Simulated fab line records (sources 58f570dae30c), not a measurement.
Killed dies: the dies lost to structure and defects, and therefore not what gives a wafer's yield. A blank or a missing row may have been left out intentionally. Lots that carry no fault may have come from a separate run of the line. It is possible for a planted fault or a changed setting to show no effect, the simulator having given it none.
Which tool is to blame? | flow berkeley cmos170 | 33 wafers from 11 lots sampled at 4 of the route's 331 steps

WHAT THE GAUGES SHOWED, per wafer
UCB170_PWELL_OVL_MEAS_13. Usual: for PWELL_OVL the level is -2 nm and the standard deviation is 5.2.
lot  | measured    | on         | PWELL_OVL (nm) | flag
L891 | day 2 22:17 | overlay-01 | 2 0 1          |
L890 | day 2 22:32 | overlay-01 | -6 -5 5        |
L892 | day 3 07:31 | overlay-01 | -6 -4 -8       |
L900 | day 5 02:31 | overlay-01 | -14 -5 1       |
L903 | day 5 19:50 | overlay-02 | -2 3 -3        |
L905 | day 6 05:51 | overlay-01 | -14 -16 -7     |
L907 | day 6 15:21 | overlay-02 | -2 0 -5        |
L909 | day 6 21:50 | overlay-02 | -4 0 4         |
L910 | day 7 00:55 | overlay-02 | 0 1 -4         |
L912 | day 7 15:26 | overlay-02 | -12 -7 -10     |
L913 | day 8 02:00 | overlay-02 | -5 -7 -13      |

UCB170_M3_BOW_MEAS_20. Usual: for M3_BOW the level is 35 um and the standard deviation is 7.6.
lot  | measured     | on            | M3_BOW (um) | flag
L891 | day 7 17:35  | film metro-03 | 43 32 38    |
L890 | day 7 17:59  | film metro-03 | 25 34 34    |
L892 | day 7 22:04  | film metro-03 | 21 28 39    |
L900 | day 9 18:08  | film metro-04 | 30 37 44    |
L903 | day 10 11:34 | film metro-03 | 24 21 45    |
L905 | day 11 00:29 | film metro-04 | 35 33 43    |
L907 | day 11 03:05 | film metro-03 | 29 37 40    |
L909 | day 11 19:18 | film metro-04 | 22 38 23    |
L910 | day 11 19:40 | film metro-02 | 47 40 30    |
L912 | day 12 03:58 | film metro-02 | 46 39 30    |
L913 | day 12 07:38 | film metro-04 | 25 34 43    |

EACH LOT AND THE TOOL THAT RAN IT (in order: tool; ch and the chambers of the sampled wafers; start)
lot  | UCB170_PWELL_STRIP_16               | UCB170_M2_HMDS_04
L891 | plasma asher-02 ch 0,1, day 2 22:34 | litho track-02 ch 0, day 7 06:15
L890 | plasma asher-04 ch 0,1, day 2 22:51 | litho track-02 ch 0, day 7 06:45
L892 | plasma asher-04 ch 0,1, day 3 07:47 | litho track-02 ch 0, day 7 10:37
L900 | plasma asher-04 ch 0,1, day 5 02:48 | litho track-02 ch 0, day 9 08:31
L903 | plasma asher-04 ch 0,1, day 5 20:07 | litho track-02 ch 0, day 10 03:52
L905 | plasma asher-04 ch 0,1, day 6 06:09 | litho track-04 ch 0, day 10 15:01
L907 | plasma asher-03 ch 0,1, day 6 15:38 | litho track-04 ch 0, day 10 17:14
L909 | plasma asher-04 ch 0,1, day 6 22:08 | litho track-01 ch 0, day 11 11:11
L910 | plasma asher-04 ch 0,1, day 7 01:13 | litho track-04 ch 0, day 11 11:14
L912 | plasma asher-03 ch 0,1, day 7 15:43 | litho track-01 ch 0, day 11 20:26
L913 | plasma asher-04 ch 0,1, day 8 02:17 | litho track-04 ch 0, day 11 23:53
- UCB170_PWELL_STRIP_16: strips in O2.
- UCB170_M2_HMDS_04: prime time 60 s.

AS READ BY THE TOOLS THEMSELVES (means over the sampled wafers that have a number; for cases with no such wafer, the mark the record gives instead)
UCB170_PWELL_STRIP_16. Usual: chamber pressure mTorr 3500 mTorr, standard deviation 3.2; drypump motor current A 5.5 A, standard deviation 0.57; oes product au 0.721 a.u., standard deviation 0.0046; strip time to endpoint s 18.07 s, standard deviation 0.082.
lot  | tool            | chamber pressure mTorr (mTorr) | drypump motor current A (A) | oes product au (a.u.) | strip time to endpoint s (s) | flag
L891 | plasma asher-02 | 3496                           | 5.5                         | 0.721                 | 18.05                        |
L890 | plasma asher-04 | 3500                           | 5.1                         | 0.722                 | 18.05                        |
L892 | plasma asher-04 | 3500                           | 5.6                         | 0.719                 | 18.07                        |
L900 | plasma asher-04 | 3502                           | 5.1                         | 0.719                 | 18.08                        |
L903 | plasma asher-04 | 3500                           | 5.6                         | 0.721                 | 18.05                        |
L905 | plasma asher-04 | 3502                           | 5.1                         | 0.725                 | 18.14                        |
L907 | plasma asher-03 | 3498                           | 5.7                         | 0.724                 | 18.17                        |
L909 | plasma asher-04 | 3498                           | 5.1                         | 0.720                 | 18.15                        |
L910 | plasma asher-04 | 3499                           | 5.1                         | 0.721                 | 18.09                        |
L912 | plasma asher-03 | 3501                           | 5.9                         | 0.721                 | 18.08                        |
L913 | plasma asher-04 | 3500                           | 5.6                         | 0.724                 | 17.98                        |

UCB170_M2_HMDS_04. Usual: exhaust pa 44.8 Pa, standard deviation 0.87; prime temp c 99.99 C, standard deviation 0.14.
lot  | tool           | exhaust pa (Pa) | prime temp c (C) | flag
L891 | litho track-02 | 45.7            | 100.02           |
L890 | litho track-02 | 45.9            | 99.97            |
L892 | litho track-02 | 43.8            | 100.16           |
L900 | litho track-02 | 45.4            | 95.33            | OFF
L903 | litho track-02 | 45.6            | 95.26            | OFF
L905 | litho track-04 | 43.8            | 99.88            |
L907 | litho track-04 | 45.4            | 100.07           |
L909 | litho track-01 | 44.8            | 99.93            |
L910 | litho track-04 | 45.2            | 99.80            |
L912 | litho track-01 | 45.5            | 99.88            |
L913 | litho track-04 | 43.7            | 100.13           |

THE ANSWER, worked out from the rows above alone
Rule: a lot is off if the mean of its wafers that have a number lies more than 3 standard deviations from the usual mean. Also off: a lot with no number at a reading for which 4 or more lots have one. Any other lot the step has rows for is counted as sound. First the gauges in route order, then the tools' own readings, where a lot's mean is used as printed above. At the first step where some lot is off, the reading lying furthest off is the one used; lots without a number count as furthest.
Off, at UCB170_M2_HMDS_04 on prime temp c: L900, L903.
If a tool, at that step or one of the process steps before it, ran each lot that is off and ran no sound lot following the first of them, it fits. One fits: UCB170_M2_HMDS_04 on litho track-02. A fault onset in the window from L892 (day 7 10:37, its last sound lot) to L900 (day 9 08:31, its first lot off) fits.
The tool's own readings at UCB170_M2_HMDS_04 bear it out: on the lots that are off they differ by more than 5 times the standard deviation of the sound lots' means. prime temp c reads 95.30 C there against 99.98 C on the sound lots.

WHAT THE SIMULATOR HAD PUT IN
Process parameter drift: litho track-02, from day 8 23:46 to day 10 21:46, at UCB170_M2_HMDS_04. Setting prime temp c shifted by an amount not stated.
Lots struck among those shown: L900, L903. The rule given above showed the same thing.
